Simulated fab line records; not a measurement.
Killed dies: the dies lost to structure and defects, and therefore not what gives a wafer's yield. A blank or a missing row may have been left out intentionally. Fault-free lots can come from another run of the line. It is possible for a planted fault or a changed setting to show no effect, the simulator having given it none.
Which tool is to blame? -- flow berkeley cmos170 -- 14 lots, 42 wafers sampled, at 4 steps of a route of 331

== WHAT EACH GAUGE READ, for each wafer ==
UCB170_V2_THK_MEAS_04.
lot,measured,on,V2_POLISHED_THK (nm)
L940,day 7 20:55,film metro-03,1001.1 1000.1 1001.8
L939,day 7 21:17,film metro-03,998.9 1000.3 1000.3
L942,day 7 21:36,film metro-01,1000.5 1001.9 1001.1
L943,day 8 14:03,film metro-04,1002.2 1002.1 1002.4
L945,day 8 20:26,film metro-01,1001.6 1000.9 1003.0
L944,day 8 20:59,film metro-01,1000.2 1000.5 998.0
L948,day 9 14:24,film metro-03,998.5 998.4 998.5
L950,day 10 09:59,film metro-01,1000.7 999.2 1001.5
L953,day 10 15:16,film metro-04,999.3 1000.2 998.5
L954,day 10 15:23,film metro-01,1000.0 1001.6 999.7
L956,day 11 05:50,film metro-01,1002.6 999.2 1001.8
L959,day 11 19:26,film metro-04,1002.1 1001.2 999.9
L960,day 11 19:49,film metro-03,998.4 999.7 1000.6
L961,day 12 04:41,film metro-01,1001.9 1001.3 1003.0

UCB170_M3_CD_MEAS_90: target cd 700 nm.
lot,measured,on,cd nm (nm)
L940,day 8 03:17,cd sem-02,702 707 698
L939,day 8 03:27,cd sem-01,699 705 706
L942,day 8 03:37,cd sem-02,694 704 697
L943,day 8 18:14,cd sem-02,699 701 706
L945,day 9 00:46,cd sem-01,706 698 698
L944,day 9 01:20,cd sem-02,705 706 699
L948,day 9 19:26,cd sem-02,705 705 710
L950,day 10 14:43,cd sem-01,705 702 703
L953,day 10 19:37,cd sem-02,697 710 697
L954,day 10 22:30,cd sem-01,696 706 698
L956,day 11 09:58,cd sem-02,695 706 694
L959,day 12 00:20,cd sem-01,704 704 703
L960,day 12 01:10,cd sem-01,705 707 701
L961,day 12 09:45,cd sem-01,707 701 707

== WHAT TOOL EACH LOT RAN ON (gives the tool, then ch and the chambers of the sampled wafers, and finally the start) ==
lot,UCB170_M3_STRIP_07,UCB170_M3_STRIP_19
L940,"plasma asher-01 ch 0,1, day 8 00:47","plasma asher-04 ch 0,1, day 8 03:11"
L939,"plasma asher-02 ch 0,1, day 8 00:55","plasma asher-02 ch 1, day 8 03:21"
L942,"plasma asher-04 ch 0,1, day 8 01:15","plasma asher-04 ch 0,1, day 8 03:30"
L943,"plasma asher-04 ch 0,1, day 8 16:28","plasma asher-02 ch 0,1, day 8 18:07"
L945,"plasma asher-01 ch 0,1, day 8 23:00","plasma asher-04 ch 0,1, day 9 00:40"
L944,"plasma asher-02 ch 0,1, day 8 23:24","plasma asher-01 ch 0,1, day 9 01:14"
L948,"plasma asher-02 ch 0,1, day 9 16:51","plasma asher-01 ch 0,1, day 9 19:20"
L950,"plasma asher-04 ch 0,1, day 10 13:02","plasma asher-02 ch 0,1, day 10 14:37"
L953,"plasma asher-01 ch 0,1, day 10 17:48","plasma asher-01 ch 0,1, day 10 19:31"
L954,"plasma asher-02 ch 0,1, day 10 18:15","plasma asher-02 ch 0,1, day 10 22:24"
L956,"plasma asher-01 ch 0,1, day 11 08:22","plasma asher-04 ch 0,1, day 11 09:52"
L959,"plasma asher-01 ch 0,1, day 11 22:06","plasma asher-02 ch 0,1, day 12 00:09"
L960,"plasma asher-04 ch 0,1, day 11 22:27","plasma asher-02 ch 0,1, day 12 01:02"
L961,"plasma asher-02 ch 0,1, day 12 07:31","plasma asher-04 ch 0,1, day 12 09:38"
- UCB170_M3_STRIP_07: strips in O2.
- UCB170_M3_STRIP_19: strips in O2.

== AS READ BY THE TOOLS THEMSELVES (means over the sampled wafers that have a number; for cases with no such wafer, the mark the record gives instead) ==
UCB170_M3_STRIP_07.
lot,tool,drypump motor current A (A),oes product au (a.u.),strip time to endpoint s (s)
L940,plasma asher-01,5.8,0.738,21.97
L939,plasma asher-02,5.6,0.735,21.90
L942,plasma asher-04,5.2,0.733,22.04
L943,plasma asher-04,5.5,0.735,21.98
L945,plasma asher-01,5.8,0.729,22.02
L944,plasma asher-02,5.6,0.737,21.96
L948,plasma asher-02,5.6,0.736,21.90
L950,plasma asher-04,5.2,0.737,21.96
L953,plasma asher-01,5.8,0.737,21.92
L954,plasma asher-02,5.6,0.734,21.98
L956,plasma asher-01,6.0,0.736,21.98
L959,plasma asher-01,6.0,0.737,21.97
L960,plasma asher-04,5.2,0.734,22.05
L961,plasma asher-02,5.6,0.733,21.98

UCB170_M3_STRIP_19.
lot,tool,drypump motor current A (A),oes product au (a.u.)
L940,plasma asher-04,5.2,0.563
L939,plasma asher-02,5.6,0.584
L942,plasma asher-04,5.5,0.578
L943,plasma asher-02,5.7,0.592
L945,plasma asher-04,5.2,0.571
L944,plasma asher-01,6.0,0.573
L948,plasma asher-01,5.8,0.585
L950,plasma asher-02,5.7,0.569
L953,plasma asher-01,5.8,0.586
L954,plasma asher-02,5.7,0.591
L956,plasma asher-04,5.2,0.591
L959,plasma asher-02,5.6,0.596
L960,plasma asher-02,5.7,0.561
L961,plasma asher-04,5.2,0.552

== THE ANSWER, worked out from the rows above alone ==
Rule: what is usual is taken from the lots themselves. Put in order of their means at a reading, lots are off if they are a third of the lots or fewer, leave a main group of 4 or more, and stand apart from it by a gap of 3 or more times the standard deviation of the main group's means; of several such gaps the widest counts. A main group is skipped when, at the precision printed for the reading in the tables above, its means are all equal. Also off: a lot with no number at a reading for which 4 or more lots have one. The other lots that the step has rows for count as sound. First the gauges in route order, then the tools' own readings, where a lot's mean is used as printed above. The first step at which some lot is off is used, and at that step the reading that is off furthest; a lot without a number counts as furthest.
No lot is off at any reading shown: from this, nothing can be told.

== WHAT THE SIMULATOR HAD PUT IN ==
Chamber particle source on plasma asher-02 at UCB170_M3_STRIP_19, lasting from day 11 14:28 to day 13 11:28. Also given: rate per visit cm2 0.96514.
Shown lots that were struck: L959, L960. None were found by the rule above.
